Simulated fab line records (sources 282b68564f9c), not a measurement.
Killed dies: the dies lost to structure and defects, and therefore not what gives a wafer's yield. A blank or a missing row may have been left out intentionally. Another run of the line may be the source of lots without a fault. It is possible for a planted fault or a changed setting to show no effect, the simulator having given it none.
Problem report, 8D (eight disciplines) form, completed by code | flow rit cmos | the parts of the form that need people (team, actions taken, sign-off) are left out

1. THE ISSUE
Wafers without a fault read 2600.1 nm, standard deviation 2.9; cd nm at RIT_M1_CD_MEAS_09 reads a mean of 2534.4 nm on 6 wafers belonging to 2 lots. That is -23 standard deviations from the usual mean.
The step: target cd 2600 nm.
Earliest sighting: wafer L555.1 on cd sem-02 at day 5 02:39. The record has a number at this step for 42 wafers belonging to 14 lots. The rule behind "out" and "out of limits": a value lying over 4 standard deviations away from the usual mean. The other wafers with a number count as sound.

2. WHAT IT IS AND WHAT IT IS NOT
question                    | is                     | is not
which readings at this step | cd nm                  | -
which lots                  | L555, L557             | L549, L550, L553, L554, L559, L564, L565, L566, L568, L569, L570, L571
which wafers of those lots  | all that have a number | -
read on which gauges        | cd sem-01, cd sem-02   | -
when                        | from day 5 02:39       | up to then (12 sound wafers); but 24 sound wafers of L559, L564, L565, L566, L568, L569, L570, L571 came after

3. WHAT RULES OUT EACH SUSPECT
Counting: any tool at a process step up to the reading is kept as a suspect provided that every lot that is out went through it and no sound lot did after the first of them.
- the gauge at RIT_M1_CD_MEAS_09: ruled out. Those wafers that are out were read across 2 gauges (cd sem-01, cd sem-02).
- rtp anneal-02 at RIT_SILICIDE_RTA_06 (time 10 s, ramp up 5 s, ramp down 10 s): ruled out as a lasting fault. The sound lots L559, L565, L569, L571 went through it after L555, its earliest lot that is out (day 4 22:52).
- litho track-04 at RIT_M1_COAT_04 (resist thk 1300 nm): ruled out as a lasting fault. The sound lots L571 went through it after L555, its earliest lot that is out (day 5 01:55).
Left after counting: nothing in the record.

4. THE CAUSE (what the simulator had put in)
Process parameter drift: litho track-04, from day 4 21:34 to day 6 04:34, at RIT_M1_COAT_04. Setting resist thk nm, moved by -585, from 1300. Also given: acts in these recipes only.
The count ruled it out by mistake, since the rule takes a fault to strike every lot its tool runs from the start of the fault on, and this one did not do so.

5. THE CHAIN OF EFFECTS, in route order
Each row: a reading where the mean over the struck wafers with a number is more than 3 standard deviations away from the usual. Only readings whose record carries a usual standard deviation are examined. hours: median over the lots of the time between each lot's start at the first step of this table that gives one and its start at this step. sigmas: the change, counted in usual standard deviations.
hours | step              | reading | usual     | on struck wafers | change | sigmas
0     | RIT_M1_CD_MEAS_09 | cd nm   | 2600.1 nm | 2534.4           | -65.7  | -23

6. HOW IT WOULD HAVE BEEN CAUGHT EARLIER
The first out-of-limits reading at a measuring or inspecting step in this record came at day 5 02:39, 5 hours after the fault's start at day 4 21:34.
